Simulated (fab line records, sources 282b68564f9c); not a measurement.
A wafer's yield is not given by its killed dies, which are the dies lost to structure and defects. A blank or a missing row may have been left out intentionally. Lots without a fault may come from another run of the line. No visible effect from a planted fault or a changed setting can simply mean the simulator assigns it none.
Comparing a struck lot with a sound one    flow rit cmos    28 out of 202 route steps
Sound: wafers L605.2, L605.3, L605.4. Struck: wafers L614.1, L614.5 (left out: L614.2, a lot-mate that was not struck); the cause follows at the end.
Per side, at each step with rows, come the tool, then ch with its chambers, and then its first start. Under that, the readings that differ: sound wafers    struck wafers    difference of the means    sigmas: that difference in standard deviations of wafers without a fault.
alike: words and numbers the same on both sides, and readings whose means are apart by under 2 such deviations; not compared: readings that were withheld, readings missing a value for some wafer, numbers with overlapping values and no deviation given by the record, and bounds like >300 which may hide the same value.
A row with sigmas, a row that says differs or no value, or rows on one side alone: a step with any of these is where the two part. Numbers that don't overlap but have no deviation are shown without sigmas and don't part them. A reading that every wafer of one side lacks parts them only if that side has two wafers or more.

RIT_SDANNEAL_RTA_03: time 5 s.
  sound on rtp anneal-01 ch 0, day 4 04:40; struck on rtp anneal-02 ch 0, day 6 00:30
  alike: chamber o2 ppm, wafer_temp_C_max
RIT_SDANNEAL_RS_MEAS_04: the measuring method here is four-point-probe.
  sound on film metro-04 at day 4 04:44; struck on film metro-04 at day 6 00:37
  alike: PSD_RS
RIT_SDANNEAL_RS_MEAS_05: the measuring method here is four-point-probe.
  sound on film metro-04 at day 4 04:52; struck on film metro-04 at day 6 00:44
  alike: NSD_RS
RIT_SDANNEAL_RS_MEAS_06: the measuring method here is four-point-probe.
  sound on film metro-04 at day 4 04:59; struck on film metro-04 at day 6 00:52
  alike: PLDD_RS
RIT_SDANNEAL_RS_MEAS_07: the measuring method here is four-point-probe.
  sound on film metro-04 at day 4 05:06; struck on film metro-04 at day 6 00:59
  alike: NLDD_RS
then, 1 step without rows for these wafers: RIT_SILICIDE_WET_ETCH_00 (etches SiO2 in BOE, target depth 14 nm, time 15 s).
RIT_SILICIDE_SPUTTER_01: material Ti, target thk 30 nm, time 240 s.
  sound on pvd sputter-01 at day 4 05:13; struck on pvd sputter-03 at day 6 01:07
  alike: cathode dc power W, throttle valve pct
RIT_SILICIDE_RS_MEAS_02: the measuring method here is four-point-probe.
  sound on film metro-01 at day 4 05:23; struck on film metro-01 at day 6 01:16
reading                  sound           struck     difference  sigmas
SILICIDE_TI_RS (ohm/sq)  49.4 49.1 48.3  46.9 46.7  -2.1        -3
RIT_SILICIDE_THK_MEAS_03: measures by xrf.
  sound on film metro-01 at day 4 05:30; struck on film metro-01 at day 6 01:23
reading               sound           struck     difference  sigmas
SILICIDE_TI_THK (nm)  29.1 29.1 29.6  30.2 30.3  +1.0        +2
RIT_SILICIDE_RTA_04: time 10 s, ramp up 5 s, ramp down 5 s.
  sound on rtp anneal-02 ch 0, day 4 05:34; struck on rtp anneal-01 ch 0, day 6 01:26
  alike: chamber o2 ppm, wafer_temp_C_max
then, 1 step without rows for these wafers: RIT_SILICIDE_WET_ETCH_05 (etches Ti in SPM, time 120 s).
RIT_SILICIDE_RTA_06: time 10 s, ramp up 5 s, ramp down 10 s.
  sound on rtp anneal-01 ch 0, day 4 05:40; struck on rtp anneal-02 ch 0, day 6 01:33
  alike: chamber o2 ppm, wafer_temp_C_max
RIT_CONTACT_CVD_00: deposits SiO2 from TEOS, target thk 400 nm, time 61 s.
  sound on pecvd-04 ch 0,2, day 4 05:43; struck on pecvd-04 ch 1, day 6 01:41
reading                                   sound              struck       difference  sigmas
model.SiO2_of_CONTACT_CVD_00.thk nm (nm)  390.1 391.6 395.3  520.5 530.7  +133.3      
  alike: heater power w
RIT_CONTACT_THK_MEAS_01:
  sound on film metro-03 at day 4 05:47; struck on film metro-03 at day 6 01:44
reading                sound        struck   difference  sigmas
CONTACT_TEOS_THK (nm)  390 392 395  520 531  +133        +27
then, 6 steps without rows for these wafers: RIT_CONTACT_HMDS_02 (prime time 60 s); RIT_CONTACT_COAT_03 (resist thk 982.9 nm); RIT_CONTACT_SOFTBAKE_04 (time 60 s); RIT_CONTACT_EXPOSE_05 (exposes mask M11, target cd 1000 nm); RIT_CONTACT_PEB_06; RIT_CONTACT_DEVELOP_07 (develop time 120 s).
RIT_CONTACT_CD_MEAS_08 targets a cd of 1000 nm.
  sound on cd sem-01 at day 4 06:49; struck on cd sem-02 at day 6 02:46
  alike: cd nm
RIT_CONTACT_OVL_MEAS_09:
  sound on overlay-02 at day 4 06:55; struck on overlay-02 at day 6 02:53
  alike: CONTACT_OVL
then, 1 step without rows for these wafers: RIT_CONTACT_HARDBAKE_10 (time 60 s).
RIT_CONTACT_ETCH_11: etches SiO2 in CHF3/CF4/Ar, stops on TiSi2, target depth 480 nm, time 320 s.
  sound on rie diel-03 ch 0,1,3, day 4 07:06; struck on rie diel-01 ch 1,3, day 6 03:04
reading                              sound              struck       difference  sigmas
model.CONTACT.feature depth nm (nm)  390.1 391.6 395.3  479.7 485.3  +90.2       
model.etch.depth nm (nm)             390.1 391.6 395.3  479.7 485.3  +90.2       
  alike: drypump motor current A, oes product au, throttle valve pct
  not compared: rf hours counter h
RIT_CONTACT_STRIP_12: strips in O2, time 180 s.
  sound on plasma asher-01 ch 0,1, day 4 07:18; struck on plasma asher-03 ch 1, day 6 03:16
  alike: drypump motor current A
  not compared: rf hours counter h
RIT_CONTACT_CD_MEAS_90 targets a cd of 1000 nm.
  sound on cd sem-02 at day 4 07:29; struck on cd sem-01 at day 6 03:26
  alike: cd nm
RIT_CONTACT_CLEAN_13: cleans in SC1, time 600 s.
  sound on wet bench-01 ch 1, day 4 07:35; struck on wet bench-01 ch 0, day 6 03:34
reading                                   sound              struck       difference  sigmas
model.SiO2_of_CONTACT_CVD_00.thk nm (nm)  386.2 387.6 391.3  516.4 526.7  +133.2      
then, 1 step without rows for these wafers: RIT_CONTACT_CLEAN_14 (cleans in SC2, time 600 s).

## WHERE THEY PART
Last at RIT_CONTACT_THK_MEAS_01 as far as this record goes, first at RIT_SILICIDE_RS_MEAS_02. Later steps at which nothing parts them and some readings are alike: RIT_CONTACT_CD_MEAS_08, RIT_CONTACT_OVL_MEAS_09, RIT_CONTACT_ETCH_11, RIT_CONTACT_STRIP_12, RIT_CONTACT_CD_MEAS_90.

WHY: what the simulator had put in
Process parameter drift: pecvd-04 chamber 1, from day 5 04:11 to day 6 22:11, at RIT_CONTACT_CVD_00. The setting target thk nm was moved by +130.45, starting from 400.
